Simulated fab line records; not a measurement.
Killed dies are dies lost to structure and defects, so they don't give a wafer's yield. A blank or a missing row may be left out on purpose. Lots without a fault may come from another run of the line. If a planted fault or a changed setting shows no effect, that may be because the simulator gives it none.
fab line records | flow rit_cmos
[record] lots = 11 | wafers = 33 | last_day = 7
route steps=202 shown M1@184
lots that met no fault: taken from a fault-free run of the same line
start_h: the number of hours between the record's first day and the start of the first shown wafer of the lot | wait_h: how many hours have passed since the lot's step before this one | " unchanged from the row above | L1.1+2: a single row standing in for several wafers | - either no value or no given start | * or withheld: withheld | < > ~ a bound
route shown NAME@n: a module of which the file shows steps, and the number in the route of the first | usual: mean/standard deviation of fault-free wafers | same: alike in all rows | chamber/n: place in a boat | sites: each site's reading | _std_site: how widely they spread, as a standard deviation | _edge_site: mean of outer sites minus mean of inner sites | radius_mm: for every site, how far away it sits from the centre of the wafer | mask NAME#n: copy n | behind: the tool/chamber that last shaped the wafer | hold: reason for holding the lot/hours on hold/outcome of the hold | device: the transistor (n, p or np) that didn't switch | end of line: at the end of the route, the tests of the same wafers | for a step that has no rows: nothing shown but its recipe | killed: dies lost to structure and defects at the first sort, not the wafer's yield | map: a wafer's dies, x killed, . not, _ none there
set.NAME: the run value of the setting; set.NAME@STEP: its run value at that earlier step | model.NAME: the simulator's own value behind a step, which no gauge read
one table for each step of the route and one row for each wafer, over a sample of lots
services: a tool's chamber out of use, with start hour (start_h, from the record's first day; less than 0 if before it), hours out, and reason
[[steps]]
[step RIT_M1_SPUTTER_00]
[recipe] material = Al | target_thk_nm = 400 | power_w = 2000 | chamber_pressure_pa = 0.4 | gas = Ar | time_s = 500 | substrate_temp_c = 25
[usual] throttle_valve_pct = 29.7/0.69
lot.wafer | tool           | chamber | start_h | wait_h | throttle_valve_pct
L494.2    | pvd_sputter-04 | -       | 52.21   | 0.0    | 29.6
L494.4    | "              | -       | "       | "      | 29.9
L494.5    | "              | -       | "       | "      | 28.9
L495.3    | pvd_sputter-04 | -       | 57.08   | 0.0    | 29.9
L495.5    | "              | -       | "       | "      | 29.5
L495.6    | "              | -       | "       | "      | 30.1
L496.1    | pvd_sputter-03 | -       | 63.53   | 0.0    | 30.9
L496.4    | "              | -       | "       | "      | 30.5
L496.5    | "              | -       | "       | "      | 30.8
L497.1    | pvd_sputter-04 | -       | 68.57   | 0.0    | 29.5
L497.3    | "              | -       | "       | "      | 29.9
L497.6    | "              | -       | "       | "      | 29.9
L498.2    | pvd_sputter-04 | -       | 74.21   | 0.0    | 29.7
L498.5    | "              | -       | "       | "      | 29.5
L498.6    | "              | -       | "       | "      | 30.0
L499.3    | pvd_sputter-03 | -       | 78.86   | 0.0    | 30.7
L499.4    | "              | -       | "       | "      | 28.5
L499.6    | "              | -       | "       | "      | 30.5
L500.1    | pvd_sputter-04 | -       | 81.98   | 0.0    | 29.5
L500.4    | "              | -       | "       | "      | 29.8
L500.6    | "              | -       | "       | "      | 30.0
L501.3    | pvd_sputter-04 | -       | 88.40   | 0.0    | 29.5
L501.4    | "              | -       | "       | "      | 29.3
L501.5    | "              | -       | "       | "      | 30.0
L507.2    | pvd_sputter-04 | -       | 119.02  | 0.0    | 29.9
L507.4    | "              | -       | "       | "      | 29.4
L507.6    | "              | -       | "       | "      | 29.0
L515.2    | pvd_sputter-01 | -       | 161.41  | 0.0    | 29.7
L515.5    | "              | -       | "       | "      | 28.5
L515.6    | "              | -       | "       | "      | 30.0
L517.2    | pvd_sputter-03 | -       | 170.30  | 0.0    | 30.2
L517.3    | "              | -       | "       | "      | 31.0
L517.4    | "              | -       | "       | "      | 30.8
[step RIT_M1_RS_MEAS_01]
[recipe] thk_meas_gauge = four-point-probe | reads = Al_of_M1_SPUTTER_00
[usual] M1_AL_RS = 0.0734/0.00075
lot.wafer | tool          | chamber | start_h | wait_h | hold                     | M1_AL_RS[ohm/sq]
L494.2    | film_metro-02 | -       | 52.52   | 0.2    | -                        | 0.0729
L494.4    | "             | -       | "       | "      | -                        | 0.0733
L494.5    | "             | -       | "       | "      | -                        | 0.0733
L495.3    | film_metro-03 | -       | 57.42   | 0.2    | -                        | 0.0736
L495.5    | "             | -       | "       | "      | -                        | 0.0740
L495.6    | "             | -       | "       | "      | -                        | 0.0736
L496.1    | film_metro-03 | -       | 63.82   | 0.1    | -                        | 0.0728
L496.4    | "             | -       | "       | "      | -                        | 0.0731
L496.5    | "             | -       | "       | "      | -                        | 0.0728
L497.1    | film_metro-02 | -       | 68.87   | 0.1    | -                        | 0.0736
L497.3    | "             | -       | "       | "      | -                        | 0.0732
L497.6    | "             | -       | "       | "      | -                        | 0.0731
L498.2    | film_metro-01 | -       | 74.52   | 0.2    | -                        | 0.0716
L498.5    | "             | -       | "       | "      | -                        | 0.0723
L498.6    | "             | -       | "       | "      | -                        | 0.0718
L499.3    | film_metro-01 | -       | 79.20   | 0.2    | -                        | 0.0733
L499.4    | "             | -       | "       | "      | -                        | 0.0744
L499.6    | "             | -       | "       | "      | -                        | 0.0736
L500.1    | film_metro-03 | -       | 82.27   | 0.1    | -                        | 0.0730
L500.4    | "             | -       | "       | "      | -                        | 0.0740
L500.6    | "             | -       | "       | "      | -                        | 0.0738
L501.3    | film_metro-02 | -       | 88.73   | 0.2    | -                        | 0.0736
L501.4    | "             | -       | "       | "      | -                        | 0.0740
L501.5    | "             | -       | "       | "      | -                        | 0.0739
L507.2    | film_metro-02 | -       | 119.34  | 0.2    | await_dispo/0.2h/release | 0.0739
L507.4    | "             | -       | "       | "      | await_dispo/0.2h/release | 0.0609
L507.6    | "             | -       | "       | "      | await_dispo/0.2h/release | 0.0728
L507.2    | film_metro-02 | -       | 119.62  | 0.3    | -                        | 0.0740
L507.4    | "             | -       | "       | "      | -                        | 0.0611
L507.6    | "             | -       | "       | "      | -                        | 0.0729
L515.2    | film_metro-02 | -       | 161.73  | 0.2    | -                        | 0.0731
L515.5    | "             | -       | "       | "      | -                        | 0.0729
L515.6    | "             | -       | "       | "      | -                        | 0.0734
L517.2    | film_metro-02 | -       | 170.61  | 0.2    | -                        | 0.0727
L517.3    | "             | -       | "       | "      | -                        | 0.0726
L517.4    | "             | -       | "       | "      | -                        | 0.0725
[step RIT_M1_THK_MEAS_02]
[recipe] thk_meas_gauge = xrf | reads = Al_of_M1_SPUTTER_00
[usual] M1_AL_THK = 397/4.9
lot.wafer | tool          | chamber | start_h | wait_h | hold                     | M1_AL_THK[nm]
L494.2    | film_metro-02 | -       | 52.63   | 0.1    | -                        | 399
L494.4    | "             | -       | "       | "      | -                        | 397
L494.5    | "             | -       | "       | "      | -                        | 398
L495.3    | film_metro-03 | -       | 57.52   | 0.1    | -                        | 396
L495.5    | "             | -       | "       | "      | -                        | 394
L495.6    | "             | -       | "       | "      | -                        | 394
L496.1    | film_metro-03 | -       | 63.94   | 0.1    | -                        | 401
L496.4    | "             | -       | "       | "      | -                        | 398
L496.5    | "             | -       | "       | "      | -                        | 399
L497.1    | film_metro-02 | -       | 68.99   | 0.1    | -                        | 397
L497.3    | "             | -       | "       | "      | -                        | 400
L497.6    | "             | -       | "       | "      | -                        | 398
L498.2    | film_metro-01 | -       | 74.63   | 0.1    | -                        | 407
L498.5    | "             | -       | "       | "      | -                        | 404
L498.6    | "             | -       | "       | "      | -                        | 406
L499.3    | film_metro-01 | -       | 79.30   | 0.1    | -                        | 396
L499.4    | "             | -       | "       | "      | -                        | 392
L499.6    | "             | -       | "       | "      | -                        | 397
L500.1    | film_metro-03 | -       | 82.39   | 0.1    | -                        | 396
L500.4    | "             | -       | "       | "      | -                        | 393
L500.6    | "             | -       | "       | "      | -                        | 394
L501.3    | film_metro-02 | -       | 88.83   | 0.1    | -                        | 395
L501.4    | "             | -       | "       | "      | -                        | 396
L501.5    | "             | -       | "       | "      | -                        | 393
L507.2    | film_metro-02 | -       | 127.05  | 7.4    | await_dispo/0.2h/release | 398
L507.4    | "             | -       | "       | "      | await_dispo/0.2h/release | 479
L507.6    | "             | -       | "       | "      | await_dispo/0.2h/release | 404
L507.2    | film_metro-02 | -       | 127.27  | 0.2    | -                        | 396
L507.4    | "             | -       | "       | "      | -                        | 480
L507.6    | "             | -       | "       | "      | -                        | 402
L515.2    | film_metro-02 | -       | 161.84  | 0.1    | -                        | 402
L515.5    | "             | -       | "       | "      | -                        | 403
L515.6    | "             | -       | "       | "      | -                        | 397
L517.2    | film_metro-02 | -       | 170.72  | 0.1    | -                        | 405
L517.3    | "             | -       | "       | "      | -                        | 406
L517.4    | "             | -       | "       | "      | -                        | 406
[step RIT_M1_METAL_ETCH_12]
[recipe] stop_on = SiO2 | chemistry = Cl2/BCl3 | target = Al | time_s = 165 | over_etch_frac = 0.5411 | pressure_mtorr = 100 | target_depth_a = 6000 | rf_w = 250 | Cl2_flow_sccm = 60 | bcl3_flow_sccm = 50
[usual] drypump_motor_current_A = 5.9/0.58 | oes_product_au = 0.760/0.012 | throttle_valve_pct = 8.25/0.075
lot.wafer | tool         | chamber | start_h | wait_h | drypump_motor_current_A | oes_product_au | rf_hours_counter_h | throttle_valve_pct
L494.2    | rie_metal-04 | 0       | 54.09   | 0.2    | 6.6                     | 0.744          | 2                  | 8.33
L494.4    | "            | 0       | "       | "      | 6.5                     | 0.743          | -                  | 8.33
L494.5    | "            | 0       | "       | "      | 6.5                     | 0.749          | -                  | 8.33
L495.3    | rie_metal-02 | 0       | 59.17   | 0.2    | 5.8                     | 0.767          | -                  | 8.28
L495.5    | "            | 1       | "       | "      | 6.4                     | 0.747          | -                  | 8.13
L495.6    | "            | 0       | "       | "      | 5.8                     | 0.768          | -                  | 8.28
L496.1    | rie_metal-03 | 1       | 65.41   | 0.2    | 4.9                     | 0.776          | 34                 | 8.29
L496.4    | "            | 0       | "       | "      | 6.4                     | 0.771          | -                  | 8.16
L496.5    | "            | 1       | "       | "      | 4.9                     | 0.774          | -                  | 8.28
L497.1    | rie_metal-04 | 1       | 70.46   | 0.2    | 5.4                     | 0.749          | 2                  | 8.30
L497.3    | "            | 1       | "       | "      | 5.4                     | 0.763          | -                  | 8.29
L497.6    | "            | 0       | "       | "      | 6.5                     | 0.755          | -                  | 8.31
L498.2    | rie_metal-02 | 1       | 76.03   | 0.2    | 6.4                     | 0.766          | 1                  | 8.10
L498.5    | "            | 0       | "       | "      | 5.8                     | 0.776          | -                  | 8.28
L498.6    | "            | 1       | "       | "      | 6.4                     | 0.764          | -                  | 8.12
L499.3    | rie_metal-03 | 1       | 80.68   | 0.2    | 4.9                     | 0.775          | -                  | 8.28
L499.4    | "            | 0       | "       | "      | 6.4                     | 0.773          | -                  | 8.16
L499.6    | "            | 0       | "       | "      | 6.4                     | 0.767          | -                  | 8.16
L500.1    | rie_metal-04 | 0       | 84.04   | 0.2    | 6.5                     | 0.743          | 3                  | 8.33
L500.4    | "            | 1       | "       | "      | 5.4                     | 0.754          | -                  | 8.29
L500.6    | "            | 1       | "       | "      | 5.4                     | 0.756          | -                  | 8.28
L501.3    | rie_metal-02 | 0       | 90.34   | 0.2    | 5.8                     | 0.766          | -                  | 8.26
L501.4    | "            | 1       | "       | "      | 6.4                     | 0.740          | -                  | 8.16
L501.5    | "            | 1       | "       | "      | 6.4                     | 0.740          | -                  | 8.14
L507.2    | rie_metal-02 | 1       | 131.40  | 0.2    | 6.4                     | 0.752          | 1                  | 8.14
L507.4    | "            | 0       | "       | "      | 5.8                     | 0.852          | -                  | 8.26
L507.6    | "            | 1       | "       | "      | 6.4                     | 0.758          | -                  | 8.14
L515.2    | rie_metal-02 | 1       | 163.43  | 0.2    | 6.4                     | 0.757          | 2                  | 8.12
L515.5    | "            | 0       | "       | "      | 5.8                     | 0.768          | -                  | 8.27
L515.6    | "            | 1       | "       | "      | 6.4                     | 0.749          | -                  | 8.12
L517.2    | rie_metal-03 | 0       | 172.06  | 0.2    | 6.4                     | 0.770          | 0                  | 8.16
L517.3    | "            | 0       | "       | "      | 6.4                     | 0.777          | -                  | 8.16
L517.4    | "            | 1       | "       | "      | 4.9                     | 0.780          | -                  | 8.28
[step RIT_M1_PROBE_99]
[usual] defect_limited_yield = 97.3/1.2 | killed_at_M0_to_M3 = 0.0/0.16 | killed_at_contacts = 0.1/0.25 | killed_at_front_end = 7/3.1 | killed_dies = 7/3.1 | killed_open = 3.6/2 | killed_short = 3.5/2 | sort_bin_3_pad_short = 0.2/0.25 | sort_bin_5_function = 1.5/0.87 | sort_bin_6_memory = 1.0/0.71 | sort_n_pass = 257/3.1 | sort_yield_pct = 97.3/1.2
[same] gross_dies = 264 | killed_at_M4_up = 0 | killed_at_back_side = 0 | killed_at_other = 0
lot.wafer | tool      | chamber | start_h | wait_h | hold                     | defect_limited_yield[%] | killed_at_M0_to_M3 | killed_at_contacts | killed_at_front_end | killed_dies | killed_open | killed_short | sort_bin_3_pad_short[%] | sort_bin_5_function[%] | sort_bin_6_memory[%] | sort_n_pass | sort_yield_pct[%]
L501.3    | prober-01 | -       | 92.65   | 0.2    | -                        | 98.1                    | 0                  | 0                  | 5                   | 5           | 3           | 2            | 0                       | 0.8                    | 1.1                  | 259         | 98.1
L501.4    | prober-01 | -       | 92.70   | 0.2    | -                        | 98.1                    | 0                  | 1                  | 4                   | 5           | 0           | 5            | 0.4                     | 1.1                    | 0.4                  | 259         | 98.1
L501.5    | prober-01 | -       | 92.75   | 0.2    | -                        | 97.7                    | 0                  | 0                  | 6                   | 6           | 1           | 5            | 0.4                     | 0.8                    | 1.1                  | 258         | 97.7
L507.2    | prober-01 | -       | 135.31  | 1.5    | await_dispo/1.3h/release | 97.0                    | 0                  | 0                  | 8                   | 8           | 4           | 4            | 0.4                     | 1.5                    | 1.1                  | 256         | 97.0
L507.4    | prober-01 | -       | 135.41  | 1.5    | await_dispo/1.3h/release | 96.6                    | 0                  | 0                  | 9                   | 9           | 5           | 4            | 0.4                     | 1.9                    | 1.1                  | 255         | 96.6
L507.6    | prober-01 | -       | 135.51  | 1.6    | await_dispo/1.3h/release | 97.7                    | 0                  | 0                  | 6                   | 6           | 3           | 3            | 0.4                     | 1.1                    | 0.8                  | 258         | 97.7
// killed by level:class
L501.3 GATE:geometric_particle:short=2 GATE:geometric_particle:open=2 FOX2:geometric_particle:open=1
L501.4 FOX1:geometric_particle:short=1 FOX2:geometric_particle:short=1 GATE:geometric_particle:short=1 REOX:geometric_particle:short=1 CONTACT:geometric_particle:short=1
L501.5 GATE:geometric_particle:short=4 FOX1:geometric_particle:open=1 FOX1:geometric_particle:short=1
L507.2 GATE:geometric_particle:short=2 GATE:geometric_particle:open=2 FOX1:geometric_particle:open=1 REOX:geometric_particle:short=1 SILICIDE:geometric_particle:short=1 SILICIDE:geometric_particle:open=1
L507.4 GATE:geometric_particle:open=2 REOX:geometric_particle:short=2 FOX1:geometric_particle:open=1 FOX2:geometric_particle:short=1 GATE:geometric_particle:short=1 REOX:geometric_particle:open=1 SILICIDE:geometric_particle:open=1
L507.6 GATE:geometric_particle:open=2 GATE:geometric_particle:short=1 REOX:geometric_particle:open=1 REOX:geometric_particle:short=1 SILICIDE:geometric_particle:short=1
[[services]]
tool           | chamber | start_h | hours | kind
rie_metal-04   | -       | 43.61   | 0.5   | repair
pvd_sputter-01 | -       | 117.17  | 1.0   | repair
pvd_sputter-04 | -       | 132.09  | 2.6   | repair
rie_metal-03   | -       | 136.12  | 20.0  | pm
rie_metal-03   | 0       | 136.12  | 20.0  | vent_cycle
rie_metal-03   | 1       | 136.12  | 20.0  | vent_cycle
pvd_sputter-04 | -       | 138.21  | 1.1   | repair
pvd_sputter-03 | -       | 145.05  | 0.9   | repair
rie_metal-03   | 0       | 156.12  | -     | clean
rie_metal-03   | 1       | 156.12  | -     | clean
[[key]]
[first_sign] step = RIT_M1_RS_MEAS_01 | reading = visit | direction = added
[effect] step = RIT_M1_RS_MEAS_01 | reading = M1_AL_RS | direction = down | sigmas = 17 | usual = 0.0734 | struck = 0.0609
[effect] step = RIT_M1_THK_MEAS_02 | reading = visit | direction = added
[effect] step = RIT_M1_THK_MEAS_02 | reading = M1_AL_THK | direction = up | sigmas = 17 | usual = 397 | struck = 479
[effect] step = RIT_M1_METAL_ETCH_12 | reading = oes_product_au | direction = up | sigmas = 7.5 | usual = 0.760 | struck = 0.852
met_at RIT_M1_SPUTTER_00
struck_lots L507
struck_wafers L507.4
onset_between 88.40 119.02
[fault] kind = process_parameter_drift | tool = pvd_sputter-04 | chamber = - | onset_h = 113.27 | steps = RIT_M1_SPUTTER_00 | channel = target_thk_nm | offset = 80.777 | shape = step | end_h = 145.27 | stated = 400 | scope = struck_wafers_only
